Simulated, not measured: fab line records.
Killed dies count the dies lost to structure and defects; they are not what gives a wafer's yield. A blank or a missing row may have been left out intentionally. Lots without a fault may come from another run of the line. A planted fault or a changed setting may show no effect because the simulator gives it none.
Which of the tools did it? :: flow rit cmos :: 15 lots, 45 wafers sampled, at 2 steps of a route of 202

== WHAT EACH GAUGE READ, for each wafer ==
Not one reading of a measure or inspect step in the record can be checked against a usual standard deviation.

== TOOL THAT RAN EACH LOT (tool first, then ch and the chambers of the sampled wafers, then the start) ==
lot: L522
RIT_GATE_ETCH_19: rie si-01 ch 2,3, day 2 18:56
RIT_M1_PROBE_99: -

lot: L523
RIT_GATE_ETCH_19: rie si-02 ch 0,2,3, day 2 21:19
RIT_M1_PROBE_99: -

lot: L524
RIT_GATE_ETCH_19: rie si-01 ch 1,3, day 3 08:34
RIT_M1_PROBE_99: -

lot: L525
RIT_GATE_ETCH_19: rie si-02 ch 0,1,3, day 3 08:44
RIT_M1_PROBE_99: prober-01, day 4 07:34

lot: L526
RIT_GATE_ETCH_19: rie si-01 ch 1,2,3, day 3 13:43
RIT_M1_PROBE_99: -

lot: L528
RIT_GATE_ETCH_19: rie si-02 ch 1,2,3, day 3 21:25
RIT_M1_PROBE_99: -

lot: L527
RIT_GATE_ETCH_19: rie si-01 ch 0,1,3, day 3 21:56
RIT_M1_PROBE_99: -

lot: L530
RIT_GATE_ETCH_19: rie si-01 ch 1,2,3, day 4 04:49
RIT_M1_PROBE_99: prober-02, day 5 02:45

lot: L532
RIT_GATE_ETCH_19: rie si-01 ch 1,2,3, day 4 15:20
RIT_M1_PROBE_99: -

lot: L537
RIT_GATE_ETCH_19: rie si-02 ch 2,3, day 5 16:49
RIT_M1_PROBE_99: prober-01, day 6 12:44

lot: L539
RIT_GATE_ETCH_19: rie si-02 ch 1,2,3, day 6 04:18
RIT_M1_PROBE_99: prober-01, day 7 01:58

lot: L541
RIT_GATE_ETCH_19: rie si-02 ch 1,2, day 6 12:38
RIT_M1_PROBE_99: -

lot: L543
RIT_GATE_ETCH_19: rie si-02 ch 0,2,3, day 6 23:26
RIT_M1_PROBE_99: -

lot: L544
RIT_GATE_ETCH_19: rie si-01 ch 0,1,3, day 7 07:41
RIT_M1_PROBE_99: -

lot: L545
RIT_GATE_ETCH_19: rie si-02 ch 1,2, day 7 09:14
RIT_M1_PROBE_99: -
- RIT_GATE_ETCH_19: etches poly-Si in SF6/CHF3/O2, stops on SiO2, time 165 s, target depth 312.5 nm.
- RIT_M1_PROBE_99

== AS READ BY THE TOOLS THEMSELVES (means over the sampled wafers that have a number; for cases with no such wafer, the mark the record gives instead) ==
RIT_GATE_ETCH_19.
lot: L522
tool: rie si-01
drypump motor current A (A): 5.48
he backside leak sccm (sccm): 3.00
oes product au (a.u.): 0.857
run length s (s): 193.9
throttle valve pct (%): 10.29

lot: L523
tool: rie si-02
drypump motor current A (A): 5.51
he backside leak sccm (sccm): 2.92
oes product au (a.u.): 0.867
run length s (s): 193.4
throttle valve pct (%): 10.27

lot: L524
tool: rie si-01
drypump motor current A (A): 5.67
he backside leak sccm (sccm): 2.60
oes product au (a.u.): 0.848
run length s (s): 192.9
throttle valve pct (%): 10.03

lot: L525
tool: rie si-02
drypump motor current A (A): 5.57
he backside leak sccm (sccm): 3.05
oes product au (a.u.): 0.842
run length s (s): 193.3
throttle valve pct (%): 10.30

lot: L526
tool: rie si-01
drypump motor current A (A): 5.58
he backside leak sccm (sccm): 2.90
oes product au (a.u.): 0.850
run length s (s): 193.3
throttle valve pct (%): 10.16

lot: L528
tool: rie si-02
drypump motor current A (A): 5.45
he backside leak sccm (sccm): 2.75
oes product au (a.u.): 0.843
run length s (s): 193.1
throttle valve pct (%): 10.26

lot: L527
tool: rie si-01
drypump motor current A (A): 5.47
he backside leak sccm (sccm): 2.69
oes product au (a.u.): 0.801
run length s (s): 208.3
throttle valve pct (%): 10.11

lot: L530
tool: rie si-01
drypump motor current A (A): 5.59
he backside leak sccm (sccm): 2.85
oes product au (a.u.): 0.804
run length s (s): 208.5
throttle valve pct (%): 10.17

lot: L532
tool: rie si-01
drypump motor current A (A): 5.59
he backside leak sccm (sccm): 2.79
oes product au (a.u.): 0.798
run length s (s): 208.8
throttle valve pct (%): 10.16

lot: L537
tool: rie si-02
drypump motor current A (A): 5.39
he backside leak sccm (sccm): 2.73
oes product au (a.u.): 0.862
run length s (s): 193.2
throttle valve pct (%): 10.24

lot: L539
tool: rie si-02
drypump motor current A (A): 5.46
he backside leak sccm (sccm): 2.68
oes product au (a.u.): 0.849
run length s (s): 193.4
throttle valve pct (%): 10.28

lot: L541
tool: rie si-02
drypump motor current A (A): 5.45
he backside leak sccm (sccm): 2.63
oes product au (a.u.): 0.857
run length s (s): 193.6
throttle valve pct (%): 10.19

lot: L543
tool: rie si-02
drypump motor current A (A): 5.51
he backside leak sccm (sccm): 2.67
oes product au (a.u.): 0.861
run length s (s): 193.4
throttle valve pct (%): 10.28

lot: L544
tool: rie si-01
drypump motor current A (A): 5.46
he backside leak sccm (sccm): 2.71
oes product au (a.u.): 0.850
run length s (s): 193.3
throttle valve pct (%): 10.10

lot: L545
tool: rie si-02
drypump motor current A (A): 5.45
he backside leak sccm (sccm): 2.43
oes product au (a.u.): 0.864
run length s (s): 193.5
throttle valve pct (%): 10.19

RIT_M1_PROBE_99.
lot: L525
tool: prober-01
killed at contacts: 0.0
killed at front end: 5
killed dies: 5
killed open: 2.0
killed short: 3.3

lot: L530
tool: prober-02
killed at contacts: 0.0
killed at front end: 7
killed dies: 7
killed open: 3.7
killed short: 3.7

lot: L537
tool: prober-01
killed at contacts: 0.3
killed at front end: 7
killed dies: 7
killed open: 2.7
killed short: 4.7

lot: L539
tool: prober-01
killed at contacts: 0.0
killed at front end: 10
killed dies: 10
killed open: 6.0
killed short: 3.7

== THE ANSWER, worked out from the rows above alone ==
Rule: what is usual is taken from the lots themselves. The widest of any qualifying gaps counts: lots, ordered by their means at a reading, are off when they make up no more than a third of the lots, leave a main group of 4 or more, and stand apart from it by 3 or more times the standard deviation of that group's means. A main group whose means are all the same, to the digits that the tables above print for the reading, isn't used. A lot without any number at a reading at which 4 lots or more have one is off too. All remaining lots with rows at the step are treated as sound. The gauges are gone through in route order, then the tools' own readings, and for those a lot's mean is taken as printed above. At the first step where some lot is off, the reading lying furthest off is the one used; lots without a number count as furthest.
Off, at RIT_GATE_ETCH_19 on run length s: L527, L530, L532. For the main group the mean is 193.4 s and the standard deviation 0.24.
A tool fits if, at that step or a process step before it, it ran every lot that is off, and no sound lot after the first of them. Not one of the candidates tried fits.

== WHAT THE SIMULATOR HAD PUT IN ==
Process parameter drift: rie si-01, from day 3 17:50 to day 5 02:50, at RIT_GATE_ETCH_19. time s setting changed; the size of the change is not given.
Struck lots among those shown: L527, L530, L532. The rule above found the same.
